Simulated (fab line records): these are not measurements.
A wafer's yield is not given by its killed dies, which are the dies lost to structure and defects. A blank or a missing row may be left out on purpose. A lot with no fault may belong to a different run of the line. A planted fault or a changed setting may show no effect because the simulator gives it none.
Which of the tools did it? || flow ritCmos || Sampling: 14 lots, 42 wafers, 2 of 202 route steps

## WHAT THE GAUGES SHOWED, per wafer
No reading from a measuring or inspecting step in the record can be judged against a usual standard deviation.

## TOOL THAT RAN EACH LOT (tool first, then ch and the chambers of the sampled wafers, then the start)
{"lot": "L379", "RIT_M1_METAL_ETCH_12": "rieMetal-03 ch 0,1, day 3 07:05", "RIT_M1_PROBE_99": "prober-01, day 3 09:57"}
{"lot": "L380", "RIT_M1_METAL_ETCH_12": "rieMetal-01 ch 1, day 3 13:39", "RIT_M1_PROBE_99": "prober-02, day 3 16:38"}
{"lot": "L381", "RIT_M1_METAL_ETCH_12": "rieMetal-02 ch 0,1, day 3 17:14", "RIT_M1_PROBE_99": "prober-01, day 3 19:43"}
{"lot": "L384", "RIT_M1_METAL_ETCH_12": "rieMetal-02 ch 1, day 4 12:50", "RIT_M1_PROBE_99": "prober-02, day 4 15:26"}
{"lot": "L386", "RIT_M1_METAL_ETCH_12": "rieMetal-01 ch 1, day 4 19:37", "RIT_M1_PROBE_99": "prober-02, day 4 22:53"}
{"lot": "L387", "RIT_M1_METAL_ETCH_12": "rieMetal-02 ch 0,1, day 5 03:49", "RIT_M1_PROBE_99": "prober-01, day 5 06:46"}
{"lot": "L389", "RIT_M1_METAL_ETCH_12": "rieMetal-02 ch 0,1, day 5 15:35", "RIT_M1_PROBE_99": "prober-01, day 5 17:55"}
{"lot": "L391", "RIT_M1_METAL_ETCH_12": "rieMetal-02 ch 0,1, day 5 23:35", "RIT_M1_PROBE_99": "prober-01, day 6 02:40"}
{"lot": "L396", "RIT_M1_METAL_ETCH_12": "rieMetal-01 ch 1, day 7 01:07", "RIT_M1_PROBE_99": "prober-02, day 7 04:24"}
{"lot": "L397", "RIT_M1_METAL_ETCH_12": "rieMetal-03 ch 1, day 7 04:37", "RIT_M1_PROBE_99": "prober-01, day 7 07:07"}
{"lot": "L398", "RIT_M1_METAL_ETCH_12": "rieMetal-01 ch 0,1, day 7 08:24", "RIT_M1_PROBE_99": "prober-02, day 7 11:11"}
{"lot": "L400", "RIT_M1_METAL_ETCH_12": "rieMetal-03 ch 0,1, day 7 19:00", "RIT_M1_PROBE_99": "prober-02, day 7 21:30"}
{"lot": "L401", "RIT_M1_METAL_ETCH_12": "rieMetal-01 ch 0,1, day 8 01:17", "RIT_M1_PROBE_99": "prober-01, day 8 03:33"}
{"lot": "L402", "RIT_M1_METAL_ETCH_12": "rieMetal-02 ch 0,1, day 8 06:58", "RIT_M1_PROBE_99": "prober-02, day 8 09:37"}
- RIT_M1_METAL_ETCH_12: etches Al in Cl2/BCl3, stops on SiO2, time 165 s, target depth 600 nm.
- RIT_M1_PROBE_99

## AS READ BY THE TOOLS THEMSELVES (means over the sampled wafers that have a number; for cases with no such wafer, the mark the record gives instead)
RIT_M1_METAL_ETCH_12. Usual: chamberPressureMTorr 100.00 mTorr, standard deviation 0.092; drypumpMotorCurrentA 5.57 A, standard deviation 0.29; oesProductAu 0.766 a.u., standard deviation 0.012; throttleValvePct 8.33 %, standard deviation 0.063.
{"lot": "L379", "tool": "rieMetal-03", "chamberPressureMTorr (mTorr)": 99.98, "drypumpMotorCurrentA (A)": 5.54, "oesProductAu (a.u.)": 0.774, "throttleValvePct (%)": 8.30, "flag": ""}
{"lot": "L380", "tool": "rieMetal-01", "chamberPressureMTorr (mTorr)": 100.06, "drypumpMotorCurrentA (A)": 5.87, "oesProductAu (a.u.)": 0.749, "throttleValvePct (%)": 8.40, "flag": ""}
{"lot": "L381", "tool": "rieMetal-02", "chamberPressureMTorr (mTorr)": 100.04, "drypumpMotorCurrentA (A)": 5.57, "oesProductAu (a.u.)": 0.772, "throttleValvePct (%)": 8.30, "flag": ""}
{"lot": "L384", "tool": "rieMetal-02", "chamberPressureMTorr (mTorr)": 99.95, "drypumpMotorCurrentA (A)": 5.69, "oesProductAu (a.u.)": 0.770, "throttleValvePct (%)": 8.40, "flag": ""}
{"lot": "L386", "tool": "rieMetal-01", "chamberPressureMTorr (mTorr)": 100.03, "drypumpMotorCurrentA (A)": 5.88, "oesProductAu (a.u.)": 0.741, "throttleValvePct (%)": 8.40, "flag": ""}
{"lot": "L387", "tool": "rieMetal-02", "chamberPressureMTorr (mTorr)": 100.08, "drypumpMotorCurrentA (A)": 5.64, "oesProductAu (a.u.)": 0.767, "throttleValvePct (%)": 8.35, "flag": ""}
{"lot": "L389", "tool": "rieMetal-02", "chamberPressureMTorr (mTorr)": 93.27, "drypumpMotorCurrentA (A)": 5.57, "oesProductAu (a.u.)": 0.770, "throttleValvePct (%)": 8.30, "flag": "OFF"}
{"lot": "L391", "tool": "rieMetal-02", "chamberPressureMTorr (mTorr)": 86.69, "drypumpMotorCurrentA (A)": 5.63, "oesProductAu (a.u.)": 0.770, "throttleValvePct (%)": 8.36, "flag": "OFF"}
{"lot": "L396", "tool": "rieMetal-01", "chamberPressureMTorr (mTorr)": 100.03, "drypumpMotorCurrentA (A)": 5.86, "oesProductAu (a.u.)": 0.748, "throttleValvePct (%)": 8.40, "flag": ""}
{"lot": "L397", "tool": "rieMetal-03", "chamberPressureMTorr (mTorr)": 99.90, "drypumpMotorCurrentA (A)": 5.10, "oesProductAu (a.u.)": 0.780, "throttleValvePct (%)": 8.30, "flag": ""}
{"lot": "L398", "tool": "rieMetal-01", "chamberPressureMTorr (mTorr)": 100.04, "drypumpMotorCurrentA (A)": 5.66, "oesProductAu (a.u.)": 0.759, "throttleValvePct (%)": 8.35, "flag": ""}
{"lot": "L400", "tool": "rieMetal-03", "chamberPressureMTorr (mTorr)": 99.94, "drypumpMotorCurrentA (A)": 5.53, "oesProductAu (a.u.)": 0.775, "throttleValvePct (%)": 8.29, "flag": ""}
{"lot": "L401", "tool": "rieMetal-01", "chamberPressureMTorr (mTorr)": 100.00, "drypumpMotorCurrentA (A)": 5.43, "oesProductAu (a.u.)": 0.766, "throttleValvePct (%)": 8.29, "flag": ""}
{"lot": "L402", "tool": "rieMetal-02", "chamberPressureMTorr (mTorr)": 100.05, "drypumpMotorCurrentA (A)": 5.64, "oesProductAu (a.u.)": 0.778, "throttleValvePct (%)": 8.35, "flag": ""}

RIT_M1_PROBE_99. Usual: defectLimitedYield 97.3 %, standard deviation 1.1; killed_at_M0_to_M3 0.0, standard deviation 0.12; killedAtContacts 0.1, standard deviation 0.24; killedAtFrontEnd 7.1, standard deviation 3; killedDies 7.2, standard deviation 3; killedOpen 3.7, standard deviation 2; killedShort 3.5, standard deviation 2; sort_bin_3_pad_short 0.1 %, standard deviation 0.2; sort_bin_5_function 1.6 %, standard deviation 0.73; sort_bin_6_memory 1.0 %, standard deviation 0.67; sortNPass 256.8, standard deviation 3; sortYieldPct 97.3 %, standard deviation 1.1.
{"lot": "L379", "tool": "prober-01", "defectLimitedYield (%)": 97.2, "killed_at_M0_to_M3": 0.0, "killedAtContacts": 0.0, "killedAtFrontEnd": 7.3, "killedDies": 7.3, "killedOpen": 4.7, "killedShort": 2.7, "sort_bin_3_pad_short (%)": 0.0, "sort_bin_5_function (%)": 2.2, "sort_bin_6_memory (%)": 0.6, "sortNPass": 256.7, "sortYieldPct (%)": 97.2, "flag": ""}
{"lot": "L380", "tool": "prober-02", "defectLimitedYield (%)": 96.3, "killed_at_M0_to_M3": 0.0, "killedAtContacts": 0.0, "killedAtFrontEnd": 9.7, "killedDies": 9.7, "killedOpen": 6.0, "killedShort": 3.7, "sort_bin_3_pad_short (%)": 0.1, "sort_bin_5_function (%)": 2.5, "sort_bin_6_memory (%)": 1.0, "sortNPass": 254.3, "sortYieldPct (%)": 96.3, "flag": ""}
{"lot": "L381", "tool": "prober-01", "defectLimitedYield (%)": 98.1, "killed_at_M0_to_M3": 0.0, "killedAtContacts": 0.0, "killedAtFrontEnd": 5.0, "killedDies": 5.0, "killedOpen": 3.0, "killedShort": 2.0, "sort_bin_3_pad_short (%)": 0.1, "sort_bin_5_function (%)": 1.4, "sort_bin_6_memory (%)": 0.4, "sortNPass": 259.0, "sortYieldPct (%)": 98.1, "flag": ""}
{"lot": "L384", "tool": "prober-02", "defectLimitedYield (%)": 96.8, "killed_at_M0_to_M3": 0.0, "killedAtContacts": 0.0, "killedAtFrontEnd": 8.3, "killedDies": 8.3, "killedOpen": 3.3, "killedShort": 5.0, "sort_bin_3_pad_short (%)": 0.0, "sort_bin_5_function (%)": 2.3, "sort_bin_6_memory (%)": 0.9, "sortNPass": 255.7, "sortYieldPct (%)": 96.8, "flag": ""}
{"lot": "L386", "tool": "prober-02", "defectLimitedYield (%)": 98.3, "killed_at_M0_to_M3": 0.0, "killedAtContacts": 0.0, "killedAtFrontEnd": 4.3, "killedDies": 4.3, "killedOpen": 1.0, "killedShort": 3.3, "sort_bin_3_pad_short (%)": 0.0, "sort_bin_5_function (%)": 0.9, "sort_bin_6_memory (%)": 0.8, "sortNPass": 259.7, "sortYieldPct (%)": 98.3, "flag": ""}
{"lot": "L387", "tool": "prober-01", "defectLimitedYield (%)": 97.4, "killed_at_M0_to_M3": 0.0, "killedAtContacts": 0.0, "killedAtFrontEnd": 7.0, "killedDies": 7.0, "killedOpen": 4.0, "killedShort": 3.0, "sort_bin_3_pad_short (%)": 0.0, "sort_bin_5_function (%)": 1.4, "sort_bin_6_memory (%)": 1.3, "sortNPass": 257.0, "sortYieldPct (%)": 97.4, "flag": ""}
{"lot": "L389", "tool": "prober-01", "defectLimitedYield (%)": 97.7, "killed_at_M0_to_M3": 0.0, "killedAtContacts": 0.0, "killedAtFrontEnd": 6.0, "killedDies": 6.0, "killedOpen": 2.3, "killedShort": 3.3, "sort_bin_3_pad_short (%)": 0.3, "sort_bin_5_function (%)": 1.2, "sort_bin_6_memory (%)": 0.9, "sortNPass": 258.0, "sortYieldPct (%)": 97.7, "flag": ""}
{"lot": "L391", "tool": "prober-01", "defectLimitedYield (%)": 97.1, "killed_at_M0_to_M3": 0.0, "killedAtContacts": 0.0, "killedAtFrontEnd": 7.7, "killedDies": 7.7, "killedOpen": 3.3, "killedShort": 4.0, "sort_bin_3_pad_short (%)": 0.1, "sort_bin_5_function (%)": 1.6, "sort_bin_6_memory (%)": 1.1, "sortNPass": 256.3, "sortYieldPct (%)": 97.1, "flag": ""}
{"lot": "L396", "tool": "prober-02", "defectLimitedYield (%)": 97.8, "killed_at_M0_to_M3": 0.0, "killedAtContacts": 0.0, "killedAtFrontEnd": 5.7, "killedDies": 5.7, "killedOpen": 3.0, "killedShort": 2.7, "sort_bin_3_pad_short (%)": 0.1, "sort_bin_5_function (%)": 1.5, "sort_bin_6_memory (%)": 0.5, "sortNPass": 258.3, "sortYieldPct (%)": 97.8, "flag": ""}
{"lot": "L397", "tool": "prober-01", "defectLimitedYield (%)": 97.9, "killed_at_M0_to_M3": 0.0, "killedAtContacts": 0.0, "killedAtFrontEnd": 5.7, "killedDies": 5.7, "killedOpen": 3.7, "killedShort": 2.0, "sort_bin_3_pad_short (%)": 0.0, "sort_bin_5_function (%)": 1.6, "sort_bin_6_memory (%)": 0.5, "sortNPass": 258.3, "sortYieldPct (%)": 97.9, "flag": ""}
{"lot": "L398", "tool": "prober-02", "defectLimitedYield (%)": 96.9, "killed_at_M0_to_M3": 0.0, "killedAtContacts": 0.3, "killedAtFrontEnd": 7.7, "killedDies": 8.0, "killedOpen": 3.7, "killedShort": 4.3, "sort_bin_3_pad_short (%)": 0.1, "sort_bin_5_function (%)": 1.4, "sort_bin_6_memory (%)": 1.5, "sortNPass": 256.0, "sortYieldPct (%)": 96.9, "flag": ""}
{"lot": "L400", "tool": "prober-02", "defectLimitedYield (%)": 97.0, "killed_at_M0_to_M3": 0.3, "killedAtContacts": 0.0, "killedAtFrontEnd": 7.7, "killedDies": 8.0, "killedOpen": 4.3, "killedShort": 3.7, "sort_bin_3_pad_short (%)": 0.0, "sort_bin_5_function (%)": 1.1, "sort_bin_6_memory (%)": 1.9, "sortNPass": 256.0, "sortYieldPct (%)": 97.0, "flag": ""}
{"lot": "L401", "tool": "prober-01", "defectLimitedYield (%)": 97.1, "killed_at_M0_to_M3": 0.3, "killedAtContacts": 0.0, "killedAtFrontEnd": 7.3, "killedDies": 7.7, "killedOpen": 5.0, "killedShort": 2.7, "sort_bin_3_pad_short (%)": 0.0, "sort_bin_5_function (%)": 1.8, "sort_bin_6_memory (%)": 1.1, "sortNPass": 256.3, "sortYieldPct (%)": 97.1, "flag": ""}
{"lot": "L402", "tool": "prober-02", "defectLimitedYield (%)": 96.4, "killed_at_M0_to_M3": 0.0, "killedAtContacts": 0.3, "killedAtFrontEnd": 9.0, "killedDies": 9.3, "killedOpen": 4.3, "killedShort": 5.0, "sort_bin_3_pad_short (%)": 0.3, "sort_bin_5_function (%)": 1.9, "sort_bin_6_memory (%)": 1.4, "sortNPass": 254.7, "sortYieldPct (%)": 96.4, "flag": ""}

## THE ANSWER, worked out from the rows above alone
Rule: a lot counts as off when the mean over its wafers that have a number is more than 3 standard deviations away from the usual mean. A lot without any number at a reading at which 4 lots or more have one is off too. Where the step has rows for the other lots, those lots are counted as sound. First the gauges in route order, then the tools' own readings, where a lot's mean is used as printed above. At the first step where some lot is off, the reading lying furthest off is the one used; lots without a number count as furthest.
Off, at RIT_M1_METAL_ETCH_12 on chamberPressureMTorr: L389, L391.
If a tool, at that step or one of the process steps before it, ran each lot that is off and ran no sound lot following the first of them, it fits. Not one of the candidates tried fits.

## WHAT WAS PUT IN BY THE SIMULATOR
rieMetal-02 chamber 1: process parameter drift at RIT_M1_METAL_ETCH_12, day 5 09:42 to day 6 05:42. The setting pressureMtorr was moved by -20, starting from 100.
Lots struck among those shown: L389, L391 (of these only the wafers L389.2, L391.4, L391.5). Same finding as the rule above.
